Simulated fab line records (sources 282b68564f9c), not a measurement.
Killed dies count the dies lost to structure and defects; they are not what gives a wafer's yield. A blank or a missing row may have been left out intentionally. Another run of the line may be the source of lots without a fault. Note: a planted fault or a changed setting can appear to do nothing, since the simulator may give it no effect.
One fault seen from 2 desks ; flow rit-cmos ; only its own numbers are on each desk; what lay behind them is given at the end

== AT THE TOOL OWNER'S DESK: litho-track-04 ==
The tool's own readings at RIT_CONTACT_SOFTBAKE_04 (time 60 s): means of the sampled wafers that have a number, for each lot that ran on this tool. The brackets show how far a lot's mean lies from the usual mean; more than 4 standard deviations puts the lot out of limits, marked OUT.
Columns: A = chill-plate-temp-C at RIT_CONTACT_SOFTBAKE_04, usual 23.00 C; B = heater-power-total-W at RIT_CONTACT_SOFTBAKE_04, usual 34.57 W; C = plate-temp-C at RIT_CONTACT_SOFTBAKE_04, usual 90.01 C
lot;first seen here;A;B;C
L564;day 4 19:43;23.00;34.58;89.99
L569;day 5 20:41;22.92;34.55;90.05
L572;day 6 10:35;22.99;33.21 (-28) OUT;87.39 (-22) OUT
L578;day 7 16:32;22.92;33.22 (-28) OUT;87.45 (-21) OUT
This desk finds L572, L578 out of limits, L572 being first, at day 6 10:35 (heater-power-total-W at RIT_CONTACT_SOFTBAKE_04). Within limits: L564, L569.

== AT THE METROLOGY DESK ==
Lot by lot, what the gauges showed, no matter which tool ran the lot: averages of those sampled wafers that carry a number. The brackets show how far a lot's mean lies from the usual mean; more than 4 standard deviations puts the lot out of limits, marked OUT.
Columns: A = NLDD_RS at RIT_SDANNEAL_RS_MEAS_07, usual 152.0 ohm/sq; B = SILICIDE_TI_RS at RIT_SILICIDE_RS_MEAS_02, usual 47.8 ohm/sq; C = SILICIDE_TI_THK at RIT_SILICIDE_THK_MEAS_03, usual 30.0 nm; D = CONTACT_TEOS_THK at RIT_CONTACT_THK_MEAS_01, usual 398 nm; E = cd-nm at RIT_CONTACT_CD_MEAS_08, usual 999.9 nm
lot;first seen here;A;B;C;D;E
L556;day 3 03:13;151.6;48.8;29.9;399;1002.6
L564;day 4 18:38;151.8;47.3;30.2;399;996.2
L569;day 5 19:38;152.5;47.6;30.3;403;995.9
L571;day 6 04:17;151.3;48.0;29.8;400;999.5
L572;day 6 09:26;152.4;47.1;30.2;397;1000.2
L578;day 7 15:29;151.6;47.8;29.9;392;1002.3
Finding of this desk: none of the 6 lots has anything out of limits.

== PUT TOGETHER ==
An alarm could have come from the tool owner's desk at day 6 10:35, on L572, L578.
Nothing out of limits was seen by the metrology desk.
The metrology desk holds a record of L572, L578, inside its limits.
RIT_CONTACT_SOFTBAKE_04 was run on litho-track-04 by each of the lots named.

== WHAT WAS PUT IN BY THE SIMULATOR ==
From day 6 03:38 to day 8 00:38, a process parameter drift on litho-track-04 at RIT_CONTACT_SOFTBAKE_04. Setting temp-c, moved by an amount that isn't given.
Struck lots among those shown: L572, L578.
Hours from the fault's start to each desk's first reading out of limits: the tool owner's desk, 7.
